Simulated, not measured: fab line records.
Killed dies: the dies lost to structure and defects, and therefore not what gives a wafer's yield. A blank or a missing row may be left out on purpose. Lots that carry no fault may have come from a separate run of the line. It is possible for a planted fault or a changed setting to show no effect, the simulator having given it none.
Struck lot and sound lot, side by side    flow rit_cmos    18 steps out of a route of 202
Sound: these wafers, L998.2, L998.3, L998.6. Wafers struck: L104.1, L104.2, L104.3. Last of all comes the cause.
Per side, at each step with rows, come the tool, then ch with its chambers, and then its first start. Under that, the readings that differ: sound wafers    struck wafers    difference of the means    sigmas: that difference in standard deviations of wafers without a fault.
alike: readings whose means differ by less than 2 such deviations, and words and numbers that are the same on both sides. not compared: withheld readings, readings that some wafer has no value for, bounds like >300 that may hide the same value, and numbers for which the record gives no deviation and whose values overlap.
A row with sigmas, a row that says differs or no value, or rows on one side alone: a step with any of these is where the two part. Numbers that have no deviation but don't overlap get no sigmas and don't part them. A reading missing from all wafers of one side parts the sides only when that side holds two or more wafers.

first, 1 step without rows for these wafers: RIT_GATE_HARDBAKE_18 (time 60 s).
RIT_GATE_ETCH_19: etches poly-Si in SF6/CHF3/O2, stops on SiO2, time 165 s, target depth 312.5 nm.
  sound on rie_si-02 ch 2,3, day 4 00:32; struck on rie_si-02 ch 0,2,3, day 5 08:03
  alike: drypump_motor_current_A, oes_product_au, throttle_valve_pct
  not compared: rf_hours_counter_h
RIT_GATE_STRIP_20: strips in O2, time 180 s.
  sound on plasma_asher-02 ch 0,1, day 4 00:39; struck on plasma_asher-01 ch 0,1, day 5 08:10
  alike: drypump_motor_current_A, o2_flow_sccm
  not compared: rf_hours_counter_h
RIT_GATE_CD_MEAS_90: target cd 150 nm.
  sound: cd_sem-01 at day 4 00:50; struck: cd_sem-02 at day 5 08:20
  alike: cd_nm
then, 4 steps without rows for these wafers: RIT_REOX_CLEAN_00 (cleans in SC1, time 600 s); RIT_REOX_CLEAN_01 (cleans in dHF, time 30 s); RIT_REOX_CLEAN_02 (cleans in SC2, time 600 s); RIT_REOX_OXIDATION_03 (target thk 25.2 nm, ox time 5580 s).
RIT_REOX_THK_MEAS_04:
  sound: film_metro-03 at day 4 03:54; struck: film_metro-01 at day 5 11:44
  alike: REOX_OXIDE_THK
then, 3 steps without rows for these wafers: RIT_NLDD_HMDS_00 (prime time 60 s); RIT_NLDD_COAT_01 (resist thk 1000 nm); RIT_NLDD_SOFTBAKE_02 (time 60 s).
RIT_NLDD_EXPOSE_03: exposes mask M7, target cd 40700 nm.
  sound on iline_stepper-02 ch 0, day 4 04:33; struck on iline_stepper-01 ch 0, day 5 12:22
reading                       sound                    struck             difference  sigmas
model.NLDD.overlay_x_nm (nm)  -0.7898 -0.7898 -0.7898  5.833 5.833 5.833  +6.623      
  alike: mask
then, 2 steps without rows for these wafers: RIT_NLDD_PEB_04; RIT_NLDD_DEVELOP_05 (develop time 50 s).
RIT_NLDD_OVL_MEAS_06:
  sound: overlay-01 at day 4 04:56; struck: overlay-01 at day 5 12:46
reading        sound           struck       difference  sigmas
NLDD_OVL (nm)  -5.5 -3.1 -3.3  4.8 5.4 4.1  +8.7        +6
then, 2 steps without rows for these wafers: RIT_NLDD_HARDBAKE_07 (time 60 s); RIT_M1_PROBE_99.

WHERE THEY PART
Within this record, at RIT_NLDD_OVL_MEAS_06 only.

WHY: whatever the simulator had introduced
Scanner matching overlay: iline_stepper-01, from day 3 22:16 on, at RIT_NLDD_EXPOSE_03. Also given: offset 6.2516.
